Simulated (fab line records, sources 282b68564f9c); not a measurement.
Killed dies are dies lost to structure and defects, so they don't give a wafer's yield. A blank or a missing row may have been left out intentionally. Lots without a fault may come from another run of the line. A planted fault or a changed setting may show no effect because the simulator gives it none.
The tool behind it: which one? || flow rit_cmos || 7 lots, 21 wafers sampled, at 2 steps of a route of 202

## WHAT THE GAUGES SHOWED, per wafer
RIT_M1_CD_MEAS_09: target cd 2600 nm.
{"lot": "L298", "measured": "day 3 21:02", "on": "cd_sem-02", "cd_nm (nm)": "2599.1 2600.5 2602.6"}
{"lot": "L300", "measured": "day 4 04:20", "on": "cd_sem-01", "cd_nm (nm)": "2599.7 2596.8 2598.3"}
{"lot": "L302", "measured": "day 4 16:58", "on": "cd_sem-01", "cd_nm (nm)": "- - -"}
{"lot": "L309", "measured": "day 6 00:14", "on": "cd_sem-01", "cd_nm (nm)": "2598.7 2597.3 2598.8"}
{"lot": "L311", "measured": "day 6 10:51", "on": "cd_sem-01", "cd_nm (nm)": "2602.3 2600.8 2601.1"}
{"lot": "L316", "measured": "day 7 11:22", "on": "cd_sem-02", "cd_nm (nm)": "2596.7 2597.4 2595.7"}
{"lot": "L318", "measured": "day 7 20:46", "on": "cd_sem-02", "cd_nm (nm)": "2598.3 2599.8 2599.0"}

## TOOL THAT RAN EACH LOT (tool first, then ch and the chambers of the sampled wafers, then the start)
{"lot": "L298", "RIT_M1_DEVELOP_08": "litho_track-02 ch 0, day 3 20:00"}
{"lot": "L300", "RIT_M1_DEVELOP_08": "litho_track-04 ch 0, day 4 04:00"}
{"lot": "L302", "RIT_M1_DEVELOP_08": "litho_track-02 ch 0, day 4 16:00"}
{"lot": "L309", "RIT_M1_DEVELOP_08": "litho_track-04 ch 0, day 6 00:00"}
{"lot": "L311", "RIT_M1_DEVELOP_08": "litho_track-03 ch 0, day 6 10:00"}
{"lot": "L316", "RIT_M1_DEVELOP_08": "litho_track-04 ch 0, day 7 11:00"}
{"lot": "L318", "RIT_M1_DEVELOP_08": "litho_track-04 ch 0, day 7 20:00"}
- RIT_M1_DEVELOP_08: develop time 68 s.

## THE ANSWER, worked out from the rows above alone
Rule: what is usual is taken from the lots themselves. Put in order of their means at a reading, lots are off if they are a third of the lots or fewer, leave a main group of 4 or more, and stand apart from it by a gap of 3 or more times the standard deviation of the main group's means; of several such gaps the widest counts. If all means in a main group match to the digits the tables above print for the reading, that group is not used. Also off: a lot with no number at a reading for which 4 or more lots have one. Where the step has rows for the other lots, those lots are counted as sound.
Off: L302 (RIT_M1_CD_MEAS_09, cd_nm). Without a number there: L302. Main group: mean 2599.1 nm, sd 1.6.
A tool fits if, at a process step before that reading, it ran every lot that is off, and no sound lot after the first of them. Those tools and the gauges at RIT_M1_CD_MEAS_09 are tried in the same way. One fits: RIT_M1_DEVELOP_08 on litho_track-02. A fault onset in the window from L298 (day 3 20:00, its last sound lot) to L302 (day 4 16:00, its first lot off) fits.

## WHAT HAD BEEN PUT IN BY THE SIMULATOR
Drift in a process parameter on litho_track-02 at RIT_M1_DEVELOP_08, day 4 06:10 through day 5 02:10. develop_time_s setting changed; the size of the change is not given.
Struck lots among those shown: L302. The rule above reached the same finding.
